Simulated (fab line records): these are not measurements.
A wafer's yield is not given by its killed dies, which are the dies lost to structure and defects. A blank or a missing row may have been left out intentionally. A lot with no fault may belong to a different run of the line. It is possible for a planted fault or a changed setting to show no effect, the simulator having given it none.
fab line records -- flow ritCmos -- part 1 of 2: steps 1 to 26 of 36
record: lots: 5, wafers: 15, lastDay: 7
route steps=202 shown PRETRO@65 GATE@75 FOX2@80 REOX@98
lots untouched by any fault: they come from a run of this same line in which no faults occurred
startH: hours from the record's first day to the start of the lot's first wafer shown -- waitH: time in hours since the lot's previous step -- " same as the row above -- L1.1+2: one row covering several wafers at once -- - no value, or no start given -- * or withheld: withheld -- < > ~ a bound
route shown NAME@n: NAME is a module with steps in the file, n the number in the route of the first one -- usual: mean and standard deviation over wafers with no fault -- same: alike in all rows -- chamber/n: place in a boat -- sites: readings site by site -- _std_site: their standard deviation -- _edge_site: inner sites' mean taken away from outer sites' mean -- radiusMm: how far each site lies from the wafer's centre -- mask NAME#n: copy n -- behind: the most recent tool/chamber to have shaped the wafer -- hold: what put the lot on hold/how long, in hours/how the hold closed -- device: the transistor (n, p or np) that didn't switch -- end of line: tests run on the same wafers once the route is complete -- for a step that has no rows: nothing shown but its recipe -- killed: dies lost to structure and defects at the first sort, not the wafer's yield -- map: dies across one wafer; x = killed, . = not, _ = none there
set.NAME: setting as actually run; set.NAME@STEP: the setting as run at that earlier step -- model.NAME: the simulator's own value behind a step, which no gauge read
a table for each step, a row for each wafer; lots at some steps of the route
services: when a tool's chamber went out of use (startH, in hours from the record's first day, below 0 if earlier), for how many hours, and the reason
== steps ==
step: RIT_PRETRO_COAT_01
recipe: resist: NOVOLAK, spinRpm: 2000, resistThkNm: 1300
usual: chillPlateTempC: 22.99/0.11, exhaustPa: 45.2/0.84, resistLineTempC: 22.99/0.1
lot.wafer,tool,chamber,startH,waitH,chillPlateTempC,exhaustPa,resistLineTempC
L075.2,lithoTrack-04,0,36.55,0.1,22.82,44.7,23.14
L075.3,lithoTrack-04,0,36.55,0.1,22.76,43.9,23.03
L075.4,lithoTrack-04,0,36.55,0.1,22.72,44.8,23.12
L084.1,lithoTrack-04,0,81.85,0.1,23.02,45.4,23.13
L084.2,lithoTrack-04,0,81.85,0.1,22.96,44.1,23.00
L084.6,lithoTrack-04,0,81.85,0.1,23.11,45.2,23.17
L086.1,lithoTrack-03,0,90.77,0.1,22.88,46.6,22.94
L086.3,lithoTrack-03,0,90.77,0.1,23.01,46.5,23.17
L086.4,lithoTrack-03,0,90.77,0.1,23.02,46.1,23.09
L093.2,lithoTrack-04,0,126.24,0.1,23.07,44.6,22.91
L093.4,lithoTrack-04,0,126.24,0.1,23.20,45.0,22.95
L093.5,lithoTrack-04,0,126.24,0.1,23.12,45.9,22.98
L096.2,lithoTrack-04,0,139.88,0.1,23.05,46.1,22.88
L096.3,lithoTrack-04,0,139.88,0.1,22.92,46.0,22.92
L096.5,lithoTrack-04,0,139.88,0.1,23.07,45.0,22.97
step: RIT_PRETRO_SOFTBAKE_02
recipe: resist: NOVOLAK, tempC: 90, timeS: 60
usual: chillPlateTempC: 22.97/0.11, exhaustPa: 45.0/0.95, resistLineTempC: 22.98/0.1
lot.wafer,tool,chamber,startH,waitH,chillPlateTempC,exhaustPa,resistLineTempC
L075.2,lithoTrack-04,0,36.70,0.1,23.11,44.2,23.04
L075.3,lithoTrack-04,0,36.70,0.1,22.95,43.7,23.04
L075.4,lithoTrack-04,0,36.70,0.1,22.90,44.3,23.00
L084.1,lithoTrack-04,0,82.00,0.1,23.05,45.4,22.81
L084.2,lithoTrack-04,0,82.00,0.1,23.08,46.2,22.81
L084.6,lithoTrack-04,0,82.00,0.1,23.07,44.7,22.91
L086.1,lithoTrack-03,0,90.92,0.1,23.14,44.5,22.91
L086.3,lithoTrack-03,0,90.92,0.1,23.22,43.1,22.83
L086.4,lithoTrack-03,0,90.92,0.1,23.05,44.7,22.99
L093.2,lithoTrack-04,0,126.39,0.1,23.01,45.7,23.04
L093.4,lithoTrack-04,0,126.39,0.1,22.80,45.0,23.01
L093.5,lithoTrack-04,0,126.39,0.1,22.80,43.9,22.93
L096.2,lithoTrack-04,0,140.03,0.1,22.92,45.7,22.95
L096.3,lithoTrack-04,0,140.03,0.1,22.90,46.0,22.98
L096.5,lithoTrack-04,0,140.03,0.1,22.89,44.8,22.96
step: RIT_PRETRO_EXPOSE_03
recipe: maskId: M5, na: 0.57, targetCdNm: 43700, doseMj: 250
usual: reticleTempC: 23.02/0.1
same: na: 0.57
lot.wafer,tool,chamber,startH,waitH,mask,reticleTempC
L075.2,ilineStepper-02,0,36.85,0.1,M5#0,23.10
L075.3,ilineStepper-02,0,36.85,0.1,M5#0,23.01
L075.4,ilineStepper-02,0,36.85,0.1,M5#0,23.02
L084.1,ilineStepper-01,0,82.28,0.2,M5#0,23.14
L084.2,ilineStepper-01,0,82.28,0.2,M5#0,23.14
L084.6,ilineStepper-01,0,82.28,0.2,M5#0,23.09
L086.1,ilineStepper-02,0,91.07,0.1,M5#0,23.03
L086.3,ilineStepper-02,0,91.07,0.1,M5#0,23.09
L086.4,ilineStepper-02,0,91.07,0.1,M5#0,22.92
L093.2,ilineStepper-01,0,126.66,0.2,M5#0,23.04
L093.4,ilineStepper-01,0,126.66,0.2,M5#0,23.04
L093.5,ilineStepper-01,0,126.66,0.2,M5#0,23.13
L096.2,ilineStepper-02,0,140.17,0.1,M5#0,23.04
L096.3,ilineStepper-02,0,140.17,0.1,M5#0,22.94
L096.5,ilineStepper-02,0,140.17,0.1,M5#0,22.94
step: RIT_PRETRO_PEB_04
recipe: resist: NOVOLAK, tempC: withheld, timeS: withheld
usual: chillPlateTempC: *, exhaustPa: 45.0/0.82, resistLineTempC: *
lot.wafer,tool,chamber,startH,waitH,chillPlateTempC,exhaustPa,resistLineTempC
L075.2,lithoTrack-03,0,36.97,0.1,*,45.4,*
L075.3,lithoTrack-03,0,36.97,0.1,*,45.9,*
L075.4,lithoTrack-03,0,36.97,0.1,*,45.2,*
L084.1,lithoTrack-03,0,82.50,0.2,*,43.7,*
L084.2,lithoTrack-03,0,82.50,0.2,*,44.2,*
L084.6,lithoTrack-03,0,82.50,0.2,*,44.5,*
L086.1,lithoTrack-04,0,91.19,0.1,*,45.3,*
L086.3,lithoTrack-04,0,91.19,0.1,*,44.6,*
L086.4,lithoTrack-04,0,91.19,0.1,*,44.1,*
L093.2,lithoTrack-03,0,126.79,0.1,*,45.2,*
L093.4,lithoTrack-03,0,126.79,0.1,*,45.4,*
L093.5,lithoTrack-03,0,126.79,0.1,*,44.6,*
L096.2,lithoTrack-03,0,140.29,0.1,*,44.1,*
L096.3,lithoTrack-03,0,140.29,0.1,*,45.0,*
L096.5,lithoTrack-03,0,140.29,0.1,*,44.0,*
step: RIT_PRETRO_DEVELOP_05
recipe: resist: NOVOLAK, developTimeS: 68, devTempC: 23
usual: chillPlateTempC: 22.97/0.12, exhaustPa: 44.9/1.1, resistLineTempC: 23.01/0.1
lot.wafer,tool,chamber,startH,waitH,chillPlateTempC,exhaustPa,resistLineTempC
L075.2,lithoTrack-03,0,-,-,23.03,44.7,22.86
L075.3,lithoTrack-03,0,-,-,22.96,45.4,22.87
L075.4,lithoTrack-03,0,-,-,23.06,47.6,23.10
L084.1,lithoTrack-03,0,-,-,22.88,46.9,22.94
L084.2,lithoTrack-03,0,-,-,22.89,44.9,22.81
L084.6,lithoTrack-03,0,-,-,22.81,46.6,23.01
L086.1,lithoTrack-04,0,-,-,23.00,46.2,23.11
L086.3,lithoTrack-04,0,-,-,23.13,45.1,22.77
L086.4,lithoTrack-04,0,-,-,23.22,44.8,22.92
L093.2,lithoTrack-03,0,-,-,23.07,44.9,23.07
L093.4,lithoTrack-03,0,-,-,23.04,44.0,23.07
L093.5,lithoTrack-03,0,-,-,23.09,44.8,23.09
L096.2,lithoTrack-03,0,-,-,23.29,42.0,22.97
L096.3,lithoTrack-03,0,-,-,23.19,41.6,23.13
L096.5,lithoTrack-03,0,-,-,23.01,41.6,22.98
step: RIT_PRETRO_OVL_MEAS_06
usual: PRETRO_OVL: 0.7/1.5
lot.wafer,tool,chamber,startH,waitH,PRETRO_OVL[nm]
L075.2,overlay-01,-,37.26,-,2.4
L075.3,overlay-01,-,37.26,-,0.8
L075.4,overlay-01,-,37.26,-,2.1
L084.1,overlay-01,-,82.81,-,3.5
L084.2,overlay-01,-,82.81,-,-0.2
L084.6,overlay-01,-,82.81,-,-0.8
L086.1,overlay-01,-,91.50,-,1.8
L086.3,overlay-01,-,91.50,-,3.0
L086.4,overlay-01,-,91.50,-,-1.0
L093.2,overlay-01,-,127.08,-,0.2
L093.4,overlay-01,-,127.08,-,2.1
L093.5,overlay-01,-,127.08,-,0.4
L096.2,overlay-01,-,140.59,-,2.5
L096.3,overlay-01,-,140.59,-,4.7
L096.5,overlay-01,-,140.59,-,1.8
step: RIT_PRETRO_HARDBAKE_07
recipe: resist: NOVOLAK, tempC: 140, timeS: 120
usual: chillPlateTempC: 23.03/0.11, exhaustPa: 45.0/0.99, resistLineTempC: 22.99/0.11
lot.wafer,tool,chamber,startH,waitH,chillPlateTempC,exhaustPa,resistLineTempC
L075.2,lithoTrack-04,0,37.34,0.1,23.13,43.9,22.96
L075.3,lithoTrack-04,0,37.34,0.1,22.96,45.0,22.90
L075.4,lithoTrack-04,0,37.34,0.1,22.94,45.0,22.78
L084.1,lithoTrack-02,0,82.98,0.2,23.05,45.0,22.96
L084.2,lithoTrack-02,0,82.98,0.2,23.01,47.5,23.13
L084.6,lithoTrack-02,0,82.98,0.2,22.93,46.3,23.01
L086.1,lithoTrack-03,0,91.54,0.0,22.88,46.8,23.00
L086.3,lithoTrack-03,0,91.54,0.0,22.80,46.3,23.12
L086.4,lithoTrack-03,0,91.54,0.0,22.76,45.7,22.89
L093.2,lithoTrack-02,0,127.15,0.1,23.12,45.8,22.93
L093.4,lithoTrack-02,0,127.15,0.1,23.31,44.7,22.87
L093.5,lithoTrack-02,0,127.15,0.1,23.03,44.3,22.86
L096.2,lithoTrack-02,0,140.66,0.1,22.94,44.8,22.80
L096.3,lithoTrack-02,0,140.66,0.1,22.93,44.2,22.89
L096.5,lithoTrack-02,0,140.66,0.1,22.96,44.7,22.91
step: RIT_PRETRO_IMPLANT_08
recipe: species: B, energyKev: 45, doseCm2: 1.2e+13, tiltDeg: 7
lot.wafer,tool,chamber,startH,waitH
L075.2+3+4,implanter-01,0,37.57,0.2
L084.1+2+6,implanter-02,0,83.23,0.2
L086.1+3+4,implanter-02,0,91.79,0.2
L093.2+4+5,implanter-02,0,127.38,0.2
L096.2+3+5,implanter-02,0,140.89,0.2
step: RIT_PRETRO_STRIP_09
recipe: chemistry: O2, timeS: 180, resist: NOVOLAK, platenTempC: withheld, powerW: 500, pressureMtorr: 4000, o2FlowSccm: 4000
usual: drypumpMotorCurrentA: 5.8/0.57
lot.wafer,tool,chamber,startH,waitH,drypumpMotorCurrentA,rfHoursCounterH
L075.2,plasmaAsher-04,0,37.69,0.1,5.7,25
L075.3,plasmaAsher-04,0,37.69,0.1,5.7,-
L075.4,plasmaAsher-04,1,37.69,0.1,5.3,-
L084.1,plasmaAsher-01,0,83.38,0.1,6.6,45
L084.2,plasmaAsher-01,1,83.38,0.1,5.9,45
L084.6,plasmaAsher-01,1,83.38,0.1,5.9,-
L086.1,plasmaAsher-01,1,91.94,0.1,5.9,46
L086.3,plasmaAsher-01,0,91.94,0.1,6.6,-
L086.4,plasmaAsher-01,1,91.94,0.1,5.9,-
L093.2,plasmaAsher-01,0,127.51,0.1,6.7,1
L093.4,plasmaAsher-01,1,127.51,0.1,5.9,-
L093.5,plasmaAsher-01,0,127.51,0.1,6.7,-
L096.2,plasmaAsher-01,0,141.02,0.1,6.7,3
L096.3,plasmaAsher-01,0,141.02,0.1,6.6,-
L096.5,plasmaAsher-01,1,141.02,0.1,5.9,-
step: RIT_PRETRO_TW_MEAS_10
usual: PRETRO_TW: 475/4.9
lot.wafer,tool,chamber,startH,waitH,PRETRO_TW
L075.2,filmMetro-02,-,37.88,0.1,470
L075.3,filmMetro-02,-,37.88,0.1,469
L075.4,filmMetro-02,-,37.88,0.1,468
L084.1,filmMetro-03,-,83.56,0.1,481
L084.2,filmMetro-03,-,83.56,0.1,482
L084.6,filmMetro-03,-,83.56,0.1,481
L086.1,filmMetro-03,-,92.11,0.1,482
L086.3,filmMetro-03,-,92.11,0.1,479
L086.4,filmMetro-03,-,92.11,0.1,482
L093.2,filmMetro-03,-,127.69,0.1,479
L093.4,filmMetro-03,-,127.69,0.1,480
L093.5,filmMetro-03,-,127.69,0.1,480
L096.2,filmMetro-03,-,141.20,0.1,479
L096.3,filmMetro-03,-,141.20,0.1,479
L096.5,filmMetro-03,-,141.20,0.1,478
step: RIT_GATE_WET_ETCH_00
recipe: chemistry: BOE, target: SiO2, targetDepthNm: 56, timeS: 60, dry: n2Spin, dilution: 10:1, tempC: 21.5
lot.wafer,tool,chamber,startH,waitH
L075.2+3+4,wetBench-03,3,37.93,0.0
L084.1+2+6,wetBench-04,2,83.62,0.1
L086.1+3+4,wetBench-04,0,92.17,0.1
L093.2+4+5,wetBench-02,1,127.74,0.0
L096.2+3+5,wetBench-02,3,141.25,0.0
step: RIT_GATE_CLEAN_01
recipe: chemistry: SC1, mix: 3:3:50, timeS: 600, tempC: 75
lot.wafer,tool,chamber,startH,waitH
L075.2+3+4,wetBench-04,2,37.95,0.0
L084.1+2+6,wetBench-03,3,83.67,0.0
L086.1+3+4,wetBench-02,2,92.20,0.0
L093.2+4+5,wetBench-03,0,127.77,0.0
L096.2+3+5,wetBench-03,0,141.28,0.0
step: RIT_GATE_CLEAN_02
recipe: chemistry: dHF, dilution: 50:1, timeS: 31.25
lot.wafer,tool,chamber,startH,waitH
L075.2+3+4,wetBench-02,2,38.13,0.0
L084.1+2+6,wetBench-03,0,83.84,0.0
L086.1+3+4,wetBench-03,0,92.41,0.0
L093.2+4+5,wetBench-02,0,127.95,0.0
L096.2+3+5,wetBench-04,3,141.47,0.0
step: RIT_GATE_CLEAN_03
recipe: chemistry: SC2, mix: 3:3:50, timeS: 600, tempC: 75, dry: n2Spin
lot.wafer,tool,chamber,startH,waitH
L075.2+3+4,wetBench-03,0,38.15,0.0
L084.1+2+6,wetBench-03,2,83.86,0.0
L086.1+3+4,wetBench-04,0,92.42,0.0
L093.2+4+5,wetBench-04,2,127.97,0.0
L096.2+3+5,wetBench-02,2,141.49,0.0
step: RIT_GATE_CLEAN_04
recipe: chemistry: dHF, dilution: 50:1, timeS: 60, dry: n2Spin
lot.wafer,tool,chamber,startH,waitH
L075.2+3+4,wetBench-02,3,38.32,0.0
L084.1+2+6,wetBench-03,0,84.03,0.0
L086.1+3+4,wetBench-02,2,92.60,0.0
L093.2+4+5,wetBench-03,1,128.14,0.0
L096.2+3+5,wetBench-03,3,141.66,0.0
step: RIT_FOX2_THK_MEAS_91
recipe: reads: SiO2_of_FOX2_OXIDATION_00
usual: FIELD_OXIDE_LEFT_2_THK: 257/8.1
lot.wafer,tool,chamber,startH,waitH,FIELD_OXIDE_LEFT_2_THK[nm]
L075.2,filmMetro-03,-,38.36,0.0,262
L075.3,filmMetro-03,-,38.36,0.0,259
L075.4,filmMetro-03,-,38.36,0.0,264
L084.1,filmMetro-03,-,84.06,0.0,244
L084.2,filmMetro-03,-,84.06,0.0,248
L084.6,filmMetro-03,-,84.06,0.0,245
L086.1,filmMetro-02,-,92.63,0.0,259
L086.3,filmMetro-02,-,92.63,0.0,257
L086.4,filmMetro-02,-,92.63,0.0,258
L093.2,filmMetro-02,-,128.18,0.0,276
L093.4,filmMetro-02,-,128.18,0.0,271
L093.5,filmMetro-02,-,128.18,0.0,266
L096.2,filmMetro-02,-,141.70,0.0,267
L096.3,filmMetro-02,-,141.70,0.0,261
L096.5,filmMetro-02,-,141.70,0.0,266
step: RIT_GATE_OXIDATION_05
recipe: tempC: 900, ambient: O2, targetThkA: 30, oxTimeS: 270
usual: oxTempC: 900.1/0.42
lot.wafer,tool,chamber,startH,waitH,oxTempC
L075.2,furnace-03,0,38.78,0.4,899.9
L075.3,furnace-03,0,38.78,0.4,900.0
L075.4,furnace-03,0,38.78,0.4,900.0
L084.1,furnace-03,0,84.12,0.1,899.9
L084.2,furnace-03,0,84.12,0.1,900.7
L084.6,furnace-03,0,84.12,0.1,900.6
L086.1,furnace-03,0,93.09,0.5,901.1
L086.3,furnace-03,0,93.09,0.5,900.4
L086.4,furnace-03,0,93.09,0.5,900.7
L093.2,furnace-01,0,128.23,0.0,900.5
L093.4,furnace-01,0,128.23,0.0,900.0
L093.5,furnace-01,0,128.23,0.0,900.3
L096.2,furnace-03,0,142.99,1.3,900.0
L096.3,furnace-03,0,142.99,1.3,900.2
L096.5,furnace-03,0,142.99,1.3,900.1
step: RIT_GATE_ANNEAL_06
recipe: tempC: 900, timeS: 600, ambient: N2O
lot.wafer,tool,chamber,startH,waitH
L075.2+3+4,furnace-01,0,40.38,0.5
L084.1+2+6,furnace-01,0,87.11,1.9
L086.1+3+4,furnace-01,0,94.46,0.3
L093.2+4+5,furnace-01,0,129.30,0.0
L096.2+3+5,furnace-03,0,145.38,1.3
step: RIT_GATE_THK_MEAS_07
recipe: reads: SiO2_of_GATE_OXIDATION_05
usual: GATE_OXIDE_THK: 3.01/0.09
lot.wafer,tool,chamber,startH,waitH,GATE_OXIDE_THK[nm]
L075.2,filmMetro-02,-,40.64,0.0,3.04
L075.3,filmMetro-02,-,40.64,0.0,2.92
L075.4,filmMetro-02,-,40.64,0.0,3.01
L084.1,filmMetro-01,-,87.36,0.0,2.81
L084.2,filmMetro-01,-,87.36,0.0,2.90
L084.6,filmMetro-01,-,87.36,0.0,2.83
L086.1,filmMetro-02,-,94.71,0.0,2.98
L086.3,filmMetro-02,-,94.71,0.0,3.03
L086.4,filmMetro-02,-,94.71,0.0,2.93
L093.2,filmMetro-02,-,129.56,0.0,2.96
L093.4,filmMetro-02,-,129.56,0.0,3.09
L093.5,filmMetro-02,-,129.56,0.0,3.10
L096.2,filmMetro-02,-,145.64,0.0,2.95
L096.3,filmMetro-02,-,145.64,0.0,2.94
L096.5,filmMetro-02,-,145.64,0.0,3.02
step: RIT_GATE_CVD_08
recipe: material: poly-Si, targetThkNm: 250, tempC: 610, precursor: SiH4, timeS: 2220, pressureMtorr: 300, sih4FlowSccm: 100
usual: susceptorTempC: 609.99/0.28
lot.wafer,tool,chamber,startH,waitH,susceptorTempC
L075.2,lpcvd-02,0,40.69,0.0,610.34
L075.3,lpcvd-02,0,40.69,0.0,609.85
L075.4,lpcvd-02,0,40.69,0.0,610.03
L084.1,lpcvd-01,1,87.42,0.1,610.15
L084.2,lpcvd-01,1,87.42,0.1,610.19
L084.6,lpcvd-01,1,87.42,0.1,610.13
L086.1,lpcvd-01,1,94.77,0.1,609.84
L086.3,lpcvd-01,1,94.77,0.1,610.11
L086.4,lpcvd-01,1,94.77,0.1,609.85
L093.2,lpcvd-02,0,129.61,0.0,609.79
L093.4,lpcvd-02,0,129.61,0.0,609.32
L093.5,lpcvd-02,0,129.61,0.0,610.06
L096.2,lpcvd-01,1,145.69,0.0,609.65
L096.3,lpcvd-01,1,145.69,0.0,609.39
L096.5,lpcvd-01,1,145.69,0.0,609.59
step: RIT_GATE_THK_MEAS_09
recipe: reads: poly-Si_of_GATE_CVD_08
usual: GATE_POLY_THK: 249/3.1
lot.wafer,tool,chamber,startH,waitH,GATE_POLY_THK[nm]
L075.2,filmMetro-01,-,42.32,0.0,251
L075.3,filmMetro-01,-,42.32,0.0,253
L075.4,filmMetro-01,-,42.32,0.0,250
L084.1,filmMetro-02,-,89.03,0.0,247
L084.2,filmMetro-02,-,89.03,0.0,248
L084.6,filmMetro-02,-,89.03,0.0,251
L086.1,filmMetro-02,-,96.39,0.0,251
L086.3,filmMetro-02,-,96.39,0.0,251
L086.4,filmMetro-02,-,96.39,0.0,251
L093.2,filmMetro-03,-,131.24,0.0,251
L093.4,filmMetro-03,-,131.24,0.0,250
L093.5,filmMetro-03,-,131.24,0.0,252
L096.2,filmMetro-02,-,147.32,0.0,250
L096.3,filmMetro-02,-,147.32,0.0,251
L096.5,filmMetro-02,-,147.32,0.0,250
step: RIT_GATE_HMDS_10
recipe: primeTimeS: 60, primeTempC: 140
usual: chillPlateTempC: 23.03/0.11, exhaustPa: 44.9/0.88, primeTempC: 140.00/0.14, resistLineTempC: 23.01/0.11
lot.wafer,tool,chamber,startH,waitH,chillPlateTempC,exhaustPa,primeTempC,resistLineTempC
L075.2,lithoTrack-04,0,42.39,0.1,22.84,45.3,139.97,23.07
L075.3,lithoTrack-04,0,42.39,0.1,22.98,44.7,140.05,23.12
L075.4,lithoTrack-04,0,42.39,0.1,23.10,45.4,140.13,22.96
L084.1,lithoTrack-03,0,89.11,0.1,22.91,43.9,139.95,22.96
L084.2,lithoTrack-03,0,89.11,0.1,23.17,43.7,139.92,22.98
L084.6,lithoTrack-03,0,89.11,0.1,23.08,44.1,140.11,22.95
L086.1,lithoTrack-04,0,96.45,0.1,22.87,46.5,140.05,23.03
L086.3,lithoTrack-04,0,96.45,0.1,22.78,44.3,140.02,23.14
L086.4,lithoTrack-04,0,96.45,0.1,22.78,45.1,140.00,23.15
L093.2,lithoTrack-04,0,131.31,0.1,23.00,45.3,140.12,22.92
L093.4,lithoTrack-04,0,131.31,0.1,23.06,45.8,140.12,22.93
L093.5,lithoTrack-04,0,131.31,0.1,22.98,45.3,140.02,22.92
L096.2,lithoTrack-01,0,147.39,0.1,23.05,45.8,140.06,22.91
L096.3,lithoTrack-01,0,147.39,0.1,23.16,45.4,140.19,22.95
L096.5,lithoTrack-01,0,147.39,0.1,22.93,44.9,140.19,23.10
step: RIT_GATE_COAT_11
recipe: resist: NOVOLAK, spinRpm: 4250, resistThkNm: 850
usual: chillPlateTempC: 22.97/0.1, exhaustPa: 45.0/0.86, resistLineTempC: 23.02/0.1
lot.wafer,tool,chamber,startH,waitH,chillPlateTempC,exhaustPa,resistLineTempC
L075.2,lithoTrack-04,0,42.54,0.1,22.79,45.3,23.13
L075.3,lithoTrack-04,0,42.54,0.1,22.83,43.4,23.16
L075.4,lithoTrack-04,0,42.54,0.1,22.84,45.0,23.02
L084.1,lithoTrack-03,0,89.26,0.1,23.11,44.4,22.96
L084.2,lithoTrack-03,0,89.26,0.1,23.12,44.3,22.95
L084.6,lithoTrack-03,0,89.26,0.1,23.11,44.6,22.96
L086.1,lithoTrack-04,0,96.60,0.1,23.00,44.1,23.13
L086.3,lithoTrack-04,0,96.60,0.1,22.88,44.5,22.92
L086.4,lithoTrack-04,0,96.60,0.1,22.95,43.3,23.15
L093.2,lithoTrack-04,0,131.46,0.1,23.00,45.2,22.92
L093.4,lithoTrack-04,0,131.46,0.1,23.03,45.1,23.04
L093.5,lithoTrack-04,0,131.46,0.1,23.11,44.6,22.96
L096.2,lithoTrack-01,0,147.54,0.1,22.97,44.6,23.13
L096.3,lithoTrack-01,0,147.54,0.1,23.06,44.8,22.85
L096.5,lithoTrack-01,0,147.54,0.1,23.02,45.2,23.16
step: RIT_GATE_SOFTBAKE_12
recipe: resist: NOVOLAK, tempC: 90, timeS: 60
usual: chillPlateTempC: 23.00/0.093, exhaustPa: 44.8/0.86, resistLineTempC: 22.99/0.11
lot.wafer,tool,chamber,startH,waitH,chillPlateTempC,exhaustPa,resistLineTempC
L075.2,lithoTrack-04,0,42.69,0.1,23.01,43.1,22.90
L075.3,lithoTrack-04,0,42.69,0.1,23.13,43.5,22.78
L075.4,lithoTrack-04,0,42.69,0.1,22.88,43.6,22.80
L084.1,lithoTrack-03,0,89.41,0.1,22.95,44.4,22.96
L084.2,lithoTrack-03,0,89.41,0.1,22.91,45.8,22.91
L084.6,lithoTrack-03,0,89.41,0.1,23.08,42.7,22.81
L086.1,lithoTrack-04,0,96.75,0.1,22.90,44.8,22.97
L086.3,lithoTrack-04,0,96.75,0.1,22.97,43.9,22.94
L086.4,lithoTrack-04,0,96.75,0.1,22.95,45.5,23.00
L093.2,lithoTrack-04,0,131.61,0.1,23.00,45.6,23.05
L093.4,lithoTrack-04,0,131.61,0.1,23.12,45.7,23.08
L093.5,lithoTrack-04,0,131.61,0.1,22.98,44.8,22.92
L096.2,lithoTrack-01,0,147.69,0.1,23.01,47.2,22.97
L096.3,lithoTrack-01,0,147.69,0.1,22.93,46.7,23.12
L096.5,lithoTrack-01,0,147.69,0.1,23.08,46.0,23.10
step: RIT_GATE_EXPOSE_13
recipe: maskId: M6, na: 0.6, sourceShape: conventional, sigmaOuter: 0.6, targetCdNm: 150, doseMj: 380
usual: reticleTempC: 23.01/0.11
same: na: 0.6
lot.wafer,tool,chamber,startH,waitH,mask,reticleTempC
L075.2,ilineStepper-02,0,42.96,0.2,M6#0,22.82
L075.3,ilineStepper-02,0,42.96,0.2,M6#0,23.10
L075.4,ilineStepper-02,0,42.96,0.2,M6#0,23.05
L084.1,ilineStepper-02,0,89.56,0.1,M6#0,23.13
L084.2,ilineStepper-02,0,89.56,0.1,M6#0,23.03
L084.6,ilineStepper-02,0,89.56,0.1,M6#0,23.11
L086.1,ilineStepper-02,0,97.02,0.2,M6#0,22.80
L086.3,ilineStepper-02,0,97.02,0.2,M6#0,22.80
L086.4,ilineStepper-02,0,97.02,0.2,M6#0,22.76
L093.2,ilineStepper-01,0,131.88,0.2,M6#0,22.95
L093.4,ilineStepper-01,0,131.88,0.2,M6#0,22.97
L093.5,ilineStepper-01,0,131.88,0.2,M6#0,22.89
L096.2,ilineStepper-01,0,147.84,0.1,M6#0,22.94
L096.3,ilineStepper-01,0,147.84,0.1,M6#0,22.94
L096.5,ilineStepper-01,0,147.84,0.1,M6#0,22.94
step: RIT_GATE_PEB_14
recipe: resist: NOVOLAK, tempC: withheld, timeS: withheld
usual: chillPlateTempC: *, exhaustPa: 45.3/0.8, resistLineTempC: *
lot.wafer,tool,chamber,startH,waitH,chillPlateTempC,exhaustPa,resistLineTempC
L075.2,lithoTrack-04,0,43.09,0.1,*,44.4,*
L075.3,lithoTrack-04,0,43.09,0.1,*,44.7,*
L075.4,lithoTrack-04,0,43.09,0.1,*,44.4,*
L084.1,lithoTrack-01,0,89.71,0.1,*,45.2,*
L084.2,lithoTrack-01,0,89.71,0.1,*,45.7,*
L084.6,lithoTrack-01,0,89.71,0.1,*,44.4,*
L086.1,lithoTrack-03,0,97.14,0.1,*,45.1,*
L086.3,lithoTrack-03,0,97.14,0.1,*,45.0,*
L086.4,lithoTrack-03,0,97.14,0.1,*,45.5,*
L093.2,lithoTrack-04,0,132.00,0.1,*,46.6,*
L093.4,lithoTrack-04,0,132.00,0.1,*,45.5,*
L093.5,lithoTrack-04,0,132.00,0.1,*,45.5,*
L096.2,lithoTrack-01,0,147.96,0.1,*,45.5,*
L096.3,lithoTrack-01,0,147.96,0.1,*,44.6,*
L096.5,lithoTrack-01,0,147.96,0.1,*,45.7,*
